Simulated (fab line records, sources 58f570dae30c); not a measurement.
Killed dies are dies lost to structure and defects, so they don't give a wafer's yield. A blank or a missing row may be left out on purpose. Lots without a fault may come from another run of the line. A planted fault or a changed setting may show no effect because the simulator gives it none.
Chamber matching | flow berkeley_cmos170 | UCB170_V1_CMP_02 on cmp-01: 4 sister chambers
The step polishes SiO2. 8 wafers are shown with their chamber, then 8 later ones without.

WAFERS WITH THEIR CHAMBER
wafer  | chamber | motor_current_A (A)
L879.4 | 1       | 16.8
L877.3 | 1       | 17.7
L886.2 | 0       | 14.7
L886.4 | 3       | 17.1
L891.3 | 0       | 14.9
L891.4 | 2       | 17.2
L891.6 | 3       | 18.2
L894.2 | 2       | 17.8

WAFERS WITHOUT THEIR CHAMBER
wafer  | motor_current_A (A)
L894.3 | 14.9
L894.5 | 18.0
L896.4 | 15.3
L896.5 | 18.3
L896.6 | 14.8
L899.1 | 17.6
L899.2 | 14.5
L899.4 | 16.8

WHICH CHAMBER EACH WENT THROUGH
wafer  | from the rows above          | in truth
L894.3 | 0                            | 0
L894.5 | can't be placed: 3 or 2 or 1 | 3
L896.4 | 0                            | 0
L896.5 | can't be placed: 3 or 2 or 1 | 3
L896.6 | 0                            | 0
L899.1 | can't be placed: 3 or 2 or 1 | 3
L899.2 | 0                            | 0
L899.4 | can't be placed: 1 or 2 or 3 | 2
Placed correctly: 4 of 8. Can't be placed from these rows: 4 (the true chamber is among the candidates in 4). Placed wrongly: 0.
How it was worked out, from the rows above alone: a wafer's distance from a chamber is the root of the sum, over the readings, of the square of ((its reading less the chamber's mean) divided by the reading's scatter). The wafer belongs to the nearest chamber; if the next one is less than 2 further off, it can't be placed. A chamber's mean is the mean of its shown wafers. The scatter: the root of (the sum of the squares of (reading less its chamber's mean) over the shown wafers, divided by (wafers less chambers)).
